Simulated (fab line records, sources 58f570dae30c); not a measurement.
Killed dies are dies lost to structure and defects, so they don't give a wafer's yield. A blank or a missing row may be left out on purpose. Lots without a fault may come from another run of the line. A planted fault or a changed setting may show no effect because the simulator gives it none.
Which tool did it? | flow berkeley_cmos170 | 14 lots, 42 wafers sampled, at 4 steps of a route of 331

WHAT THE GAUGES READ, wafer by wafer
The record holds no reading of a measuring or inspecting step that can be judged against a usual standard deviation.

WHICH TOOL RAN EACH LOT (tool, then ch and the chambers of the sampled wafers, then the start)
lot  | UCB170_PVT_DEVELOP_05             | UCB170_SPACER_ETCHBACK_03          | UCB170_CONTACT_RTA_08            | UCB170_M2_ETCH_17
L133 | litho_track-03 ch 0, day 7 17:00  | rie_diel-02 ch 0,2,3, day 8 23:01  | rtp_anneal-02 ch 0, day 9 10:34  | rie_diel-01 ch 0,2,3, day 9 20:48
L136 | litho_track-04 ch 0, day 8 04:00  | rie_diel-02 ch 1,2,3, day 9 06:49  | rtp_anneal-01 ch 0, day 9 17:35  | rie_diel-03 ch 0,2,3, day 10 05:35
L135 | litho_track-04 ch 0, day 8 04:00  | rie_diel-01 ch 0,2, day 9 06:49    | rtp_anneal-02 ch 0, day 9 17:23  | rie_diel-01 ch 0,2, day 10 04:01
L137 | litho_track-02 ch 0, day 8 10:00  | rie_diel-01 ch 0,1, day 9 14:32    | rtp_anneal-02 ch 0, day 9 23:43  | rie_diel-01 ch 1,2,3, day 10 13:29
L138 | litho_track-02 ch 0, day 8 10:00  | rie_diel-03 ch 1,2, day 9 14:32    | rtp_anneal-01 ch 0, day 9 23:45  | rie_diel-01 ch 0,2,3, day 10 14:13
L141 | litho_track-03 ch 0, day 9 03:00  | rie_diel-01 ch 0,1,3, day 10 01:55 | rtp_anneal-02 ch 0, day 10 14:34 | rie_diel-02 ch 0,1,3, day 11 01:02
L139 | litho_track-03 ch 0, day 9 04:00  | rie_diel-02 ch 0,1,3, day 10 01:55 | rtp_anneal-01 ch 0, day 10 15:09 | rie_diel-03 ch 1,2,3, day 11 02:23
L142 | litho_track-04 ch 0, day 9 09:00  | rie_diel-01 ch 1,2,3, day 10 14:28 | rtp_anneal-02 ch 0, day 11 01:37 | rie_diel-03 ch 0,2,3, day 11 14:50
L143 | litho_track-02, day 9 09:00       | rie_diel-02 ch 2,3, day 10 14:28   | rtp_anneal-02 ch 0, day 11 00:25 | rie_diel-03 ch 0,1,3, day 11 12:51
L144 | litho_track-04, day 9 14:00       | rie_diel-03 ch 0,2,3, day 10 14:28 | rtp_anneal-01 ch 0, day 10 23:35 | rie_diel-01 ch 1,2,3, day 11 11:51
L148 | litho_track-02 ch 0, day 10 12:00 | rie_diel-03 ch 0,1,3, day 11 11:41 | rtp_anneal-01 ch 0, day 12 05:26 | rie_diel-02 ch 1,2, day 16 15:37
L146 | litho_track-04 ch 0, day 10 12:00 | rie_diel-01 ch 0,2, day 11 11:41   | rtp_anneal-01 ch 0, day 12 05:22 | rie_diel-02 ch 0,2,3, day 16 12:37
L147 | litho_track-03 ch 0, day 10 12:00 | rie_diel-02 ch 0,3, day 11 11:41   | rtp_anneal-02 ch 0, day 12 05:22 | rie_diel-03 ch 0,2, day 16 11:11
L150 | litho_track-04 ch 0, day 10 23:00 | rie_diel-02 ch 0,1,3, day 11 23:16 | rtp_anneal-02 ch 0, day 12 11:01 | rie_diel-01 ch 0,3, day 16 15:25
- UCB170_PVT_DEVELOP_05: develop time 45 s.
- UCB170_SPACER_ETCHBACK_03: etches SiO2 in CHF3/CF4/Ar, stops on Si, target depth 376 nm, time 100 s.
- UCB170_CONTACT_RTA_08: time 10 s.
- UCB170_M2_ETCH_17: etches BARC in N2/H2.

WHAT THE TOOLS THEMSELVES READ (means of the sampled wafers that have a number; where no wafer has one, the mark that the record gives instead)
UCB170_PVT_DEVELOP_05. Usual: chill_plate_temp_C 23.02 C, standard deviation 0.11; developer_temp_C 20.97 C, standard deviation 0.11.
lot  | tool           | chill_plate_temp_C (C) | developer_temp_C (C) | flag
L133 | litho_track-03 | 22.83                  | 21.11                |
L136 | litho_track-04 | 23.05                  | 20.88                |
L135 | litho_track-04 | 23.09                  | 20.91                |
L137 | litho_track-02 | 22.96                  | 21.00                |
L138 | litho_track-02 | 22.92                  | 21.00                |
L141 | litho_track-03 | 22.98                  | 20.95                |
L139 | litho_track-03 | 22.98                  | 21.01                |
L142 | litho_track-04 | 22.98                  | 21.03                |
L143 | litho_track-02 | -                      | -                    | OFF
L144 | litho_track-04 | -                      | -                    | OFF
L148 | litho_track-02 | 23.02                  | 21.06                |
L146 | litho_track-04 | 23.04                  | 20.95                |
L147 | litho_track-03 | 23.07                  | 21.00                |
L150 | litho_track-04 | 23.11                  | 20.98                |

UCB170_SPACER_ETCHBACK_03. Usual: drypump_motor_current_A 5.7 A, standard deviation 0.35; oes_product_au 0.905 a.u., standard deviation 0.017; throttle_valve_pct 6.43 %, standard deviation 0.086.
lot  | tool        | drypump_motor_current_A (A) | oes_product_au (a.u.) | throttle_valve_pct (%) | flag
L133 | rie_diel-02 | 5.9                         | 0.912                 | 6.37                   |
L136 | rie_diel-02 | 5.7                         | 0.892                 | 6.36                   |
L135 | rie_diel-01 | 5.6                         | 0.925                 | 6.41                   |
L137 | rie_diel-01 | 5.7                         | 0.937                 | 6.41                   |
L138 | rie_diel-03 | 5.6                         | 0.892                 | 6.51                   |
L141 | rie_diel-01 | 5.7                         | 0.915                 | 6.44                   |
L139 | rie_diel-02 | 6.1                         | 0.900                 | 6.39                   |
L142 | rie_diel-01 | 5.6                         | 0.899                 | 6.47                   |
L143 | rie_diel-02 | 5.7                         | 0.927                 | 6.29                   |
L144 | rie_diel-03 | 5.6                         | 0.887                 | 6.45                   |
L148 | rie_diel-03 | 5.6                         | 0.891                 | 6.46                   |
L146 | rie_diel-01 | 5.8                         | 0.921                 | 6.39                   |
L147 | rie_diel-02 | 6.2                         | 0.915                 | 6.35                   |
L150 | rie_diel-02 | 6.1                         | 0.907                 | 6.39                   |

UCB170_CONTACT_RTA_08. Usual: lamp_power_pct 23.8 %, standard deviation 0.53; wafer_temp_C_max 903.2, standard deviation 1.2.
lot  | tool          | lamp_power_pct (%) | wafer_temp_C_max | flag
L133 | rtp_anneal-02 | 24.3               | 903.3            |
L136 | rtp_anneal-01 | 23.2               | 902.1            |
L135 | rtp_anneal-02 | 24.3               | 903.4            |
L137 | rtp_anneal-02 | 24.3               | 904.5            |
L138 | rtp_anneal-01 | 23.2               | 902.3            |
L141 | rtp_anneal-02 | 24.3               | 904.3            |
L139 | rtp_anneal-01 | 23.2               | 901.9            |
L142 | rtp_anneal-02 | 24.3               | 904.2            |
L143 | rtp_anneal-02 | 24.3               | 903.7            |
L144 | rtp_anneal-01 | 23.2               | 902.2            |
L148 | rtp_anneal-01 | 23.3               | 902.6            |
L146 | rtp_anneal-01 | 23.2               | 902.4            |
L147 | rtp_anneal-02 | 24.3               | 903.4            |
L150 | rtp_anneal-02 | 24.3               | 904.0            |

UCB170_M2_ETCH_17. Usual: drypump_motor_current_A 5.7 A, standard deviation 0.32; oes_product_au 1.005 a.u., standard deviation 0.016; throttle_valve_pct 13.25 %, standard deviation 0.14.
lot  | tool        | drypump_motor_current_A (A) | oes_product_au (a.u.) | throttle_valve_pct (%) | flag
L133 | rie_diel-01 | 5.7                         | 1.020                 | 13.21                  |
L136 | rie_diel-03 | 5.6                         | 1.000                 | 13.27                  |
L135 | rie_diel-01 | 5.8                         | 1.030                 | 13.18                  |
L137 | rie_diel-01 | 5.6                         | 1.008                 | 13.30                  |
L138 | rie_diel-01 | 5.7                         | 1.024                 | 13.21                  |
L141 | rie_diel-02 | 6.1                         | 1.001                 | 13.20                  |
L139 | rie_diel-03 | 5.5                         | 0.999                 | 13.40                  |
L142 | rie_diel-03 | 5.6                         | 0.999                 | 13.26                  |
L143 | rie_diel-03 | 5.6                         | 1.004                 | 13.32                  |
L144 | rie_diel-01 | 5.6                         | 1.002                 | 13.29                  |
L148 | rie_diel-02 | 5.4                         | 1.003                 | 13.11                  |
L146 | rie_diel-02 | 5.9                         | 1.009                 | 13.15                  |
L147 | rie_diel-03 | 5.7                         | 0.992                 | 13.16                  |
L150 | rie_diel-01 | 5.8                         | 1.017                 | 13.20                  |

THE ANSWER, worked out from the rows above alone
Rule: a lot is off if the mean of its wafers that have a number lies more than 3 standard deviations from the usual mean. A lot without any number at a reading at which 4 lots or more have one is off too. The other lots that the step has rows for count as sound. The gauges are gone through in route order, then the tools' own readings, and for those a lot's mean is taken as printed above. The first step at which some lot is off is used, and at that step the reading that is off furthest; a lot without a number counts as furthest.
Off: L143, L144, at UCB170_PVT_DEVELOP_05 (chill_plate_temp_C). Without a number there: L143, L144.
A tool fits if, at that step or a process step before it, it ran every lot that is off, and no sound lot after the first of them. None of those tried fits.

WHAT THE SIMULATOR HAD PUT IN
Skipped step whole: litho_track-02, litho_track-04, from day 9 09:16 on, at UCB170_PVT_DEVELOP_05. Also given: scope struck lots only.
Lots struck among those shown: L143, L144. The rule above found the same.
